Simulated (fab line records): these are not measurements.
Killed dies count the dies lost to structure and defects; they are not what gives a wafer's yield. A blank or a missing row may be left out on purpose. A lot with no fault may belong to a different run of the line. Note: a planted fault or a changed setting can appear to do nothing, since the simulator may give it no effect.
fab line records	flow berkeley_cmos170	part 1 of 2: steps 1 to 28 of 38
record lots=5	wafers=15	last_day=13
route steps=331 shown CONTACT@235 M1@238 V1@254 M2@271
lots that met no fault: taken from a fault-free run of the same line
start_h: start of the lot's first displayed wafer, in hours after the record's first day	wait_h: hours from the lot's prior step to this one	" same as the row above	L1.1+2: a row that stands for several wafers	- no value, or no start given	* or withheld: withheld	< > ~ a bound
route shown NAME@n: NAME is a module with steps in the file, n the number in the route of the first one	usual: the fault-free wafers' mean and standard deviation	same: alike in all rows	chamber/n: place in a boat	sites: each site's reading	_std_site: their standard deviation	_edge_site: outer sites' mean less inner sites'	radius_mm: how far each site lies from the wafer's centre	mask NAME#n: copy n	behind: tool/chamber where the wafer was last shaped	hold: the reason the lot was held/the length of the hold in hours/how it ended	device: transistor that didn't switch, given as n, p or np	end of line: the same wafers' tests at the end of the route	step lacking rows: just its recipe	killed: at the first sort, the dies lost to defects and structure; wafer yield is something else	map: dies across one wafer; x = killed, . = not, _ = none there
set.NAME: setting as actually run; set.NAME@STEP: the setting as run at that earlier step	model.NAME: the simulator's own value behind a step, which no gauge read
lots at selected steps of the route; one table per step, one row per wafer
services: the hour from which a tool's chamber was out of use, counted from the record's first day as start_h (under 0 if before that day), plus the number of hours and why
## steps
# step UCB170_CONTACT_STRIP_19
# recipe chemistry=O2	power_w=400	pressure_mtorr=3500	platen_temp_c=withheld	o2_flow_sccm=400	overash_fraction=0.5
# usual drypump_motor_current_A=5.8/0.41	oes_product_au=0.726/0.0044
# same overash_fraction=0.5
lot.wafer	tool	chamber	start_h	wait_h	drypump_motor_current_A	oes_product_au	rf_hours_counter_h
L079.1	plasma_asher-04	0	193.01	-	5.7	0.728	48
L079.4	"	0	"	"	5.7	0.727	-
L079.5	"	0	"	"	5.7	0.726	-
L078.1	plasma_asher-01	1	193.13	-	5.8	0.730	9
L078.2	"	0	"	"	5.9	0.729	9
L078.4	"	1	"	"	5.9	0.733	-
L081.2	plasma_asher-01	1	212.15	-	5.9	0.731	10
L081.3	"	0	"	"	6.0	0.727	-
L081.5	"	0	"	"	6.0	0.720	-
L092.2	plasma_asher-04	1	275.44	-	6.3	0.725	55
L092.3	"	1	"	"	6.2	0.731	-
L092.6	"	1	"	"	6.2	0.721	-
L097.1	plasma_asher-04	0	297.53	-	5.7	0.721	58
L097.2	"	1	"	"	6.2	0.718	58
L097.6	"	0	"	"	5.7	0.728	-
# step UCB170_CONTACT_CD_MEAS_90
# recipe target_cd_nm=700
# usual cd_nm=700.6/1.6
lot.wafer	tool	chamber	start_h	wait_h	cd_nm
L079.1	cd_sem-01	-	193.11	0.1	698.8
L079.4	"	-	"	"	699.4
L079.5	"	-	"	"	698.8
L078.1	cd_sem-02	-	193.23	0.1	700.2
L078.2	"	-	"	"	699.7
L078.4	"	-	"	"	702.5
L081.2	cd_sem-01	-	212.27	0.1	701.4
L081.3	"	-	"	"	700.7
L081.5	"	-	"	"	702.1
L092.2	cd_sem-02	-	275.56	0.1	701.5
L092.3	"	-	"	"	700.7
L092.6	"	-	"	"	698.9
L097.1	cd_sem-01	-	297.63	0.1	701.5
L097.2	"	-	"	"	700.3
L097.6	"	-	"	"	699.1
# step UCB170_CONTACT_CLEAN_20
# recipe chemistry=SPM	temp_c=120	time_s=600
# usual bath_guard_temp_C=120.2/0.63
lot.wafer	tool	chamber	start_h	wait_h	bath_guard_temp_C
L079.1	wet_bench-04	0	193.23	0.1	119.7
L079.4	"	0	"	"	119.7
L079.5	"	0	"	"	119.9
L078.1	wet_bench-02	2	193.35	0.1	121.2
L078.2	"	2	"	"	121.1
L078.4	"	2	"	"	120.6
L081.2	wet_bench-02	1	212.37	0.1	120.8
L081.3	"	1	"	"	120.6
L081.5	"	1	"	"	120.5
L092.2	wet_bench-04	2	275.66	0.1	119.3
L092.3	"	2	"	"	119.2
L092.6	"	2	"	"	119.1
L097.1	wet_bench-04	1	297.75	0.1	119.5
L097.2	"	1	"	"	119.4
L097.6	"	1	"	"	119.3
# step UCB170_M1_SPUTTER_00
# recipe material=Al	target_thk_nm=600	time_s=80	power_w=6000	chamber_pressure_pa=0.5
# usual throttle_valve_pct=30.1/1
lot.wafer	tool	chamber	start_h	wait_h	throttle_valve_pct
L079.1	pvd_sputter-03	-	193.42	0.0	28.5
L079.4	"	-	"	"	31.9
L079.5	"	-	"	"	30.2
L078.1	pvd_sputter-04	-	193.54	0.0	30.6
L078.2	"	-	"	"	28.2
L078.4	"	-	"	"	30.9
L081.2	pvd_sputter-04	-	212.55	0.0	28.4
L081.3	"	-	"	"	29.8
L081.5	"	-	"	"	28.2
L092.2	pvd_sputter-04	-	275.83	0.0	29.9
L092.3	"	-	"	"	28.5
L092.6	"	-	"	"	31.3
L097.1	pvd_sputter-04	-	297.92	0.0	30.9
L097.2	"	-	"	"	29.6
L097.6	"	-	"	"	29.7
# step UCB170_M1_RS_MEAS_01
# recipe thk_meas_gauge=four-point-probe	reads=Al_of_M1_SPUTTER_00
# usual M1_AL_RS=0.0484/0.00055
lot.wafer	tool	chamber	start_h	wait_h	M1_AL_RS[ohm/sq]
L079.1	film_metro-01	-	193.49	0.0	0.0481
L079.4	"	-	"	"	0.0489
L079.5	"	-	"	"	0.0481
L078.1	film_metro-02	-	193.61	0.0	0.0480
L078.2	"	-	"	"	0.0482
L078.4	"	-	"	"	0.0485
L081.2	film_metro-01	-	212.63	0.1	0.0475
L081.3	"	-	"	"	0.0494
L081.5	"	-	"	"	0.0477
L092.2	film_metro-02	-	275.91	0.1	0.0487
L092.3	"	-	"	"	0.0477
L092.6	"	-	"	"	0.0479
L097.1	film_metro-01	-	297.98	0.0	0.0482
L097.2	"	-	"	"	0.0485
L097.6	"	-	"	"	0.0489
# step UCB170_M1_THK_MEAS_02
# recipe thk_meas_gauge=xrf	reads=Al_of_M1_SPUTTER_00
# usual M1_AL_THK=592/7.8
lot.wafer	tool	chamber	start_h	wait_h	M1_AL_THK[nm]
L079.1	film_metro-01	-	193.61	0.1	591
L079.4	"	-	"	"	578
L079.5	"	-	"	"	587
L078.1	film_metro-02	-	193.73	0.1	600
L078.2	"	-	"	"	596
L078.4	"	-	"	"	597
L081.2	film_metro-01	-	212.74	0.1	596
L081.3	"	-	"	"	578
L081.5	"	-	"	"	590
L092.2	film_metro-02	-	276.02	0.1	589
L092.3	"	-	"	"	603
L092.6	"	-	"	"	604
L097.1	film_metro-01	-	298.10	0.1	595
L097.2	"	-	"	"	589
L097.6	"	-	"	"	583
# step UCB170_M1_COAT_03
# recipe resist=BARC	temp_c=withheld	time_s=withheld	spin_rpm=3000	resist_thk_nm=withheld
lot.wafer	tool	chamber	start_h	wait_h
L079.1+4+5	litho_track-04	0	193.67	0.1
L078.1+2+4	litho_track-03	0	193.79	0.1
L081.2+3+5	litho_track-03	0	212.81	0.1
L092.2+3+6	litho_track-04	0	276.37	0.3
L097.1+2+6	litho_track-03	0	298.48	0.4
# step UCB170_M1_COAT_04
# recipe resist=KrF	spin_rpm=1500	resist_thk_nm=900
lot.wafer	tool	chamber	start_h	wait_h
L079.1+4+5	litho_track-04	0	-	-
L078.1+2+4	litho_track-03	0	-	-
L081.2+3+5	litho_track-03	0	-	-
L092.2+3+6	litho_track-04	0	-	-
L097.1+2+6	litho_track-03	0	-	-
# step UCB170_M1_SOFTBAKE_05
# recipe resist=KrF	temp_c=130	time_s=60
# usual heater_power_total_W=56.80/0.048
lot.wafer	tool	chamber	start_h	wait_h	heater_power_total_W
L079.1	litho_track-04	0	-	-	56.82
L079.4	"	0	"	"	56.80
L079.5	"	0	"	"	56.71
L078.1	litho_track-03	0	-	-	56.81
L078.2	"	0	"	"	56.90
L078.4	"	0	"	"	56.72
L081.2	litho_track-03	0	-	-	56.66
L081.3	"	0	"	"	56.85
L081.5	"	0	"	"	56.79
L092.2	litho_track-04	0	-	-	56.83
L092.3	"	0	"	"	56.87
L092.6	"	0	"	"	56.82
L097.1	litho_track-03	0	-	-	56.78
L097.2	"	0	"	"	56.81
L097.6	"	0	"	"	56.79
# step UCB170_M1_EXPOSE_06
# recipe mask_id=METAL1	target_cd_nm=700	na=0.5	sigma_outer=0.6	source_shape=conventional	dose_mj=21
lot.wafer	tool	chamber	start_h	wait_h	mask
L079.1+4+5	krf_scanner-02	0	194.24	-	METAL1#0
L078.1+2+4	krf_scanner-01	0	194.48	-	METAL1#0
L081.2+3+5	krf_scanner-01	0	213.26	-	METAL1#0
L092.2+3+6	krf_scanner-02	0	276.96	-	METAL1#0
L097.1+2+6	krf_scanner-02	0	299.06	-	METAL1#0
# step UCB170_M1_PEB_07
# recipe peb_temp_c=130	peb_time_s=withheld	resist=KrF
# usual heater_power_total_W=56.79/0.044
lot.wafer	tool	chamber	start_h	wait_h	heater_power_total_W
L079.1	litho_track-04	0	194.36	0.1	56.84
L079.4	"	0	"	"	56.81
L079.5	"	0	"	"	56.85
L078.1	litho_track-04	0	194.63	0.1	56.79
L078.2	"	0	"	"	56.80
L078.4	"	0	"	"	56.86
L081.2	litho_track-02	0	213.50	0.2	56.76
L081.3	"	0	"	"	56.84
L081.5	"	0	"	"	56.78
L092.2	litho_track-02	0	277.51	0.5	56.82
L092.3	"	0	"	"	56.79
L092.6	"	0	"	"	56.79
L097.1	litho_track-02	0	299.73	0.7	56.78
L097.2	"	0	"	"	56.75
L097.6	"	0	"	"	56.83
# step UCB170_M1_DEVELOP_08
# recipe developer=TMAH	develop_time_s=45	resist=KrF	dev_temp_c=21
lot.wafer	tool	chamber	start_h	wait_h
L079.1+4+5	litho_track-04	0	-	-
L078.1+2+4	litho_track-04	0	-	-
L081.2+3+5	litho_track-02	0	-	-
L092.2+3+6	litho_track-02	0	-	-
L097.1+2+6	litho_track-02	0	-	-
# step UCB170_M1_CD_MEAS_09
# recipe target_cd_nm=700
# usual cd_nm=699.7/1.5
lot.wafer	tool	chamber	start_h	wait_h	cd_nm
L079.1	cd_sem-01	-	194.63	-	700.5
L079.4	"	-	"	"	701.8
L079.5	"	-	"	"	699.9
L078.1	cd_sem-02	-	194.91	-	698.5
L078.2	"	-	"	"	698.9
L078.4	"	-	"	"	699.2
L081.2	cd_sem-02	-	213.77	-	698.5
L081.3	"	-	"	"	700.3
L081.5	"	-	"	"	699.4
L092.2	cd_sem-01	-	277.78	-	699.0
L092.3	"	-	"	"	699.2
L092.6	"	-	"	"	700.2
L097.1	cd_sem-01	-	300.01	-	698.6
L097.2	"	-	"	"	699.4
L097.6	"	-	"	"	700.9
# step UCB170_M1_OVL_MEAS_10
# usual M1_OVL=-1/4.9
lot.wafer	tool	chamber	start_h	wait_h	M1_OVL[nm]
L079.1	overlay-02	-	194.75	0.1	3
L079.4	"	-	"	"	2
L079.5	"	-	"	"	3
L078.1	overlay-01	-	195.03	0.1	-6
L078.2	"	-	"	"	-6
L078.4	"	-	"	"	-3
L081.2	overlay-01	-	213.88	0.1	-4
L081.3	"	-	"	"	-3
L081.5	"	-	"	"	1
L092.2	overlay-01	-	277.89	0.1	5
L092.3	"	-	"	"	-1
L092.6	"	-	"	"	2
L097.1	overlay-01	-	300.13	0.1	-3
L097.2	"	-	"	"	-6
L097.6	"	-	"	"	-6
# step UCB170_M1_ETCH_11
# recipe chemistry=N2/H2	target_depth_a=withheld	overetch_a=withheld	target=BARC	time_s=withheld	source_w=500	bias_w=100	pressure_mtorr=30	n2_flow_sccm=100	h2_flow_sccm=200
# usual drypump_motor_current_A=5.8/0.35	h2_flow_sccm=199.9/0.59	oes_product_au=1.003/0.028	throttle_valve_pct=13.31/0.21
lot.wafer	tool	chamber	start_h	wait_h	drypump_motor_current_A	h2_flow_sccm	oes_product_au	throttle_valve_pct
L079.1	rie_diel-03	2	194.79	0.0	5.6	200.4	1.030	13.09
L079.4	"	1	"	"	5.6	198.4	1.019	13.18
L079.5	"	2	"	"	5.5	200.6	1.044	13.08
L078.1	rie_diel-04	2	195.06	0.0	5.9	199.2	1.052	13.15
L078.2	"	3	"	"	5.8	199.5	0.984	13.78
L078.4	"	2	"	"	5.9	200.3	1.035	13.15
L081.2	rie_diel-03	0	213.91	0.0	5.0	200.2	0.989	13.34
L081.3	"	2	"	"	5.6	200.1	1.042	13.08
L081.5	"	2	"	"	5.5	199.5	1.044	13.09
L092.2	rie_diel-01	1	277.92	0.0	6.2	199.5	1.021	13.14
L092.3	"	2	"	"	6.3	199.9	0.966	13.15
L092.6	"	1	"	"	6.3	199.3	1.018	13.14
L097.1	rie_diel-04	3	300.16	0.0	5.8	199.8	0.986	13.77
L097.2	"	2	"	"	6.0	200.6	1.046	13.14
L097.6	"	3	"	"	5.8	200.6	0.980	13.77
# step UCB170_M1_METAL_ETCH_12
# recipe chemistry=Cl2/BCl3	target=Al	stop_on=PSG	pressure_mtorr=12	target_depth_a=7800	over_etch_frac=0.3	time_s=130	icp_w=600	bias_w=120	Cl2_flow_sccm=90	bcl3_flow_sccm=45
# usual bcl3_flow_sccm=45.01/0.14	drypump_motor_current_A=5.8/0.32	he_backside_leak_sccm=3.4/0.38	oes_product_au=0.863/0.015	throttle_valve_pct=24.57/0.13
lot.wafer	tool	chamber	start_h	wait_h	bcl3_flow_sccm	drypump_motor_current_A	he_backside_leak_sccm	oes_product_au	rf_hours_counter_h	throttle_valve_pct
L079.1	rie_metal-04	0	194.83	-	44.93	5.6	3.1	0.871	3.5	24.75
L079.4	"	1	"	"	45.22	5.4	3.5	0.880	-	24.66
L079.5	"	0	"	"	45.03	5.6	3.2	0.871	-	24.75
L078.1	rie_metal-01	0	195.11	-	45.13	5.9	3.1	0.877	5.1	24.30
L078.2	"	1	"	"	45.03	5.8	3.0	0.838	11.8	24.45
L078.4	"	1	"	"	45.16	5.8	3.0	0.839	-	24.47
L081.2	rie_metal-04	0	213.95	-	44.89	5.6	3.1	0.885	3.9	24.76
L081.3	"	0	"	"	44.91	5.6	3.2	0.854	-	24.74
L081.5	"	0	"	"	44.79	5.6	3.1	0.877	-	24.74
L092.2	rie_metal-01	0	277.96	-	45.00	5.9	3.1	0.865	7.5	24.29
L092.3	"	0	"	"	45.07	5.9	3.0	0.876	-	24.31
L092.6	"	1	"	"	45.00	5.8	3.1	0.844	-	24.45
L097.1	rie_metal-04	0	300.21	-	45.34	5.5	3.0	0.870	5.6	24.73
L097.2	"	1	"	"	45.01	5.4	3.5	0.881	8.8	24.67
L097.6	"	0	"	"	45.28	5.6	3.2	0.867	-	24.75
# step UCB170_M1_STRIP_13
# recipe chemistry=O2	power_w=400	pressure_mtorr=3500	platen_temp_c=withheld	o2_flow_sccm=400	overash_fraction=0.5
# usual drypump_motor_current_A=5.8/0.41	oes_product_au=0.720/0.0047
# same overash_fraction=0.5
lot.wafer	tool	chamber	start_h	wait_h	drypump_motor_current_A	oes_product_au	rf_hours_counter_h
L079.1	plasma_asher-04	1	194.96	0.1	6.2	0.719	48
L079.4	"	0	"	"	5.7	0.717	-
L079.5	"	0	"	"	5.7	0.716	-
L078.1	plasma_asher-03	0	195.24	0.1	6.1	0.718	41
L078.2	"	1	"	"	5.1	0.718	41
L078.4	"	1	"	"	5.1	0.724	-
L081.2	plasma_asher-01	0	214.08	0.1	6.0	0.716	10
L081.3	"	1	"	"	5.9	0.725	-
L081.5	"	1	"	"	5.9	0.722	-
L092.2	plasma_asher-04	1	278.10	0.1	6.2	0.721	55
L092.3	"	0	"	"	5.7	0.718	-
L092.6	"	1	"	"	6.2	0.728	-
L097.1	plasma_asher-04	0	300.38	0.1	5.8	0.716	59
L097.2	"	1	"	"	6.3	0.714	59
L097.6	"	1	"	"	6.3	0.719	-
# step UCB170_M1_CD_MEAS_90
# recipe target_cd_nm=700
# usual cd_nm=699.3/2
lot.wafer	tool	chamber	start_h	wait_h	cd_nm
L079.1	cd_sem-01	-	195.06	0.1	703.6
L079.4	"	-	"	"	702.5
L079.5	"	-	"	"	700.8
L078.1	cd_sem-02	-	195.34	0.1	698.0
L078.2	"	-	"	"	702.9
L078.4	"	-	"	"	701.8
L081.2	cd_sem-02	-	214.20	0.1	697.3
L081.3	"	-	"	"	701.2
L081.5	"	-	"	"	700.6
L092.2	cd_sem-01	-	278.22	0.1	696.9
L092.3	"	-	"	"	697.6
L092.6	"	-	"	"	701.9
L097.1	cd_sem-02	-	300.48	0.1	696.6
L097.2	"	-	"	"	697.2
L097.6	"	-	"	"	699.4
# step UCB170_M1_ANNEAL_14
# recipe temp_c=400	time_s=1200	ambient=forming_gas
# usual spike_tc_load_C=416.4/1
lot.wafer	tool	chamber	start_h	wait_h	spike_tc_load_C
L079.1	furnace-03	0	195.18	0.1	416.0
L079.4	"	0	"	"	415.3
L079.5	"	0	"	"	414.4
L078.1	furnace-03	0	196.52	1.2	417.1
L078.2	"	0	"	"	418.0
L078.4	"	0	"	"	415.8
L081.2	furnace-03	0	214.30	0.1	415.3
L081.3	"	0	"	"	417.5
L081.5	"	0	"	"	415.1
L092.2	furnace-03	0	278.32	0.1	415.8
L092.3	"	0	"	"	415.8
L092.6	"	0	"	"	415.2
L097.1	furnace-03	0	301.09	0.6	416.1
L097.2	"	0	"	"	417.5
L097.6	"	0	"	"	417.0
# step UCB170_V1_CVD_00
# recipe material=SiO2	target_thk_nm=2000	temp_c=390	precursor=TEOS/O2	time_s=250	rf_w=550	pressure_mtorr=9000
# usual heater_power_w=276/61
lot.wafer	tool	chamber	start_h	wait_h	heater_power_w
L079.1	pecvd-04	1	196.52	0.0	293
L079.4	"	0	"	"	321
L079.5	"	1	"	"	394
L078.1	pecvd-02	0	197.85	0.0	335
L078.2	"	2	"	"	221
L078.4	"	2	"	"	284
L081.2	pecvd-02	0	215.64	0.0	315
L081.3	"	1	"	"	257
L081.5	"	0	"	"	253
L092.2	pecvd-03	1	279.65	0.0	315
L092.3	"	2	"	"	267
L092.6	"	0	"	"	190
L097.1	pecvd-02	0	302.42	0.0	260
L097.2	"	2	"	"	279
L097.6	"	0	"	"	327
# step UCB170_V1_THK_MEAS_01
# recipe reads=SiO2_of_V1_CVD_00
# usual V1_TEOS_THK=2006/27
lot.wafer	tool	chamber	start_h	wait_h	V1_TEOS_THK[nm]
L079.1	film_metro-03	-	196.67	0.1	2044
L079.4	"	-	"	"	2048
L079.5	"	-	"	"	2066
L078.1	film_metro-03	-	198.01	0.1	2003
L078.2	"	-	"	"	1985
L078.4	"	-	"	"	2022
L081.2	film_metro-04	-	215.80	0.1	1971
L081.3	"	-	"	"	2014
L081.5	"	-	"	"	2015
L092.2	film_metro-02	-	279.81	0.1	1965
L092.3	"	-	"	"	1984
L092.6	"	-	"	"	2011
L097.1	film_metro-03	-	302.58	0.1	1993
L097.2	"	-	"	"	1999
L097.6	"	-	"	"	2025
# step UCB170_V1_CMP_02
# recipe material=SiO2	down_force_psi=6	platen_rpm=60	pad_velocity_m_s=0.75398
# usual motor_current_A=15.9/2.2
lot.wafer	tool	chamber	start_h	wait_h	motor_current_A
L079.1	cmp-01	3	196.78	0.1	15.5
L079.4	"	0	"	"	14.2
L079.5	"	2	"	"	15.8
L078.1	cmp-01	3	198.12	0.1	15.9
L078.4	"	0	"	"	14.0
L078.2	"	1	"	"	16.3
L081.3	cmp-01	0	215.90	0.1	13.8
L081.2	"	1	"	"	16.1
L081.5	"	3	"	"	14.7
L092.3	cmp-02	2	279.86	0.0	13.3
L092.2	"	3	"	"	15.9
L092.6	"	2	"	"	13.1
L097.2	cmp-02	2	302.64	0.0	13.4
L097.1	"	1	"	"	21.2
L097.6	"	2	"	"	12.4
# step UCB170_V1_BOW_MEAS_03
# recipe mode=bow
# usual V1_BOW=18/6.5
lot.wafer	tool	chamber	start_h	wait_h	V1_BOW[um]
L079.1	film_metro-02	-	197.03	0.2	13
L079.4	"	-	"	"	-1
L079.5	"	-	"	"	21
L078.1	film_metro-02	-	198.37	0.2	25
L078.2	"	-	"	"	22
L078.4	"	-	"	"	11
L081.2	film_metro-03	-	216.17	0.2	26
L081.3	"	-	"	"	11
L081.5	"	-	"	"	13
L092.2	film_metro-02	-	280.18	0.2	23
L092.3	"	-	"	"	18
L092.6	"	-	"	"	23
L097.1	film_metro-04	-	302.94	0.1	20
L097.2	"	-	"	"	26
L097.6	"	-	"	"	8
# step UCB170_V1_THK_MEAS_04
# recipe reads=SiO2_of_V1_CVD_00
# usual V1_POLISHED_THK=1000.0/1.3
lot.wafer	tool	chamber	start_h	wait_h	V1_POLISHED_THK[nm]
L079.1	film_metro-02	-	197.15	0.1	1000.0
L079.4	"	-	"	"	1001.3
L079.5	"	-	"	"	1001.8
L078.1	film_metro-02	-	198.49	0.1	999.2
L078.2	"	-	"	"	1001.1
L078.4	"	-	"	"	997.5
L081.2	film_metro-03	-	216.28	0.1	1001.3
L081.3	"	-	"	"	998.9
L081.5	"	-	"	"	1000.1
L092.2	film_metro-02	-	280.29	0.1	1000.5
L092.3	"	-	"	"	1002.5
L092.6	"	-	"	"	1002.4
L097.1	film_metro-04	-	303.06	0.1	999.8
L097.2	"	-	"	"	1001.6
L097.6	"	-	"	"	1000.8
# step UCB170_V1_CLEAN_05
# recipe chemistry=DIW
lot.wafer	tool	chamber	start_h	wait_h
L079.1+4+5	wet_bench-01	1	197.21	0.1
L078.1+2+4	wet_bench-01	3	198.55	0.1
L081.2+3+5	wet_bench-01	3	217.52	1.2
L092.2+3+6	wet_bench-04	3	280.34	0.0
L097.1+2+6	wet_bench-04	1	303.38	0.3
# step UCB170_V1_HMDS_06
# recipe prime_time_s=60	prime_temp_c=100
lot.wafer	tool	chamber	start_h	wait_h
L079.1+4+5	litho_track-01	0	197.39	0.0
L078.1+2+4	litho_track-01	0	198.72	0.0
L081.2+3+5	litho_track-03	0	217.72	0.0
L092.2+3+6	litho_track-03	0	280.75	0.2
L097.1+2+6	litho_track-01	0	303.55	0.0
# step UCB170_V1_COAT_07
# recipe resist=KrF	spin_rpm=1500	resist_thk_nm=900
lot.wafer	tool	chamber	start_h	wait_h
L079.1+4+5	litho_track-01	0	197.54	0.1
L078.1+2+4	litho_track-01	0	198.87	0.1
L081.2+3+5	litho_track-03	0	217.87	0.1
L092.2+3+6	litho_track-03	0	280.90	0.1
L097.1+2+6	litho_track-01	0	303.70	0.1
# step UCB170_V1_SOFTBAKE_08
# recipe resist=KrF	temp_c=130	time_s=60
# usual heater_power_total_W=56.80/0.044
lot.wafer	tool	chamber	start_h	wait_h	heater_power_total_W
L079.1	litho_track-01	0	197.69	0.1	56.76
L079.4	"	0	"	"	56.83
L079.5	"	0	"	"	56.81
L078.1	litho_track-01	0	199.02	0.1	56.73
L078.2	"	0	"	"	56.76
L078.4	"	0	"	"	56.83
L081.2	litho_track-03	0	218.02	0.1	56.86
L081.3	"	0	"	"	56.84
L081.5	"	0	"	"	56.82
L092.2	litho_track-03	0	281.05	0.1	56.83
L092.3	"	0	"	"	56.68
L092.6	"	0	"	"	56.87
L097.1	litho_track-01	0	303.85	0.1	56.82
L097.2	"	0	"	"	56.76
L097.6	"	0	"	"	56.76
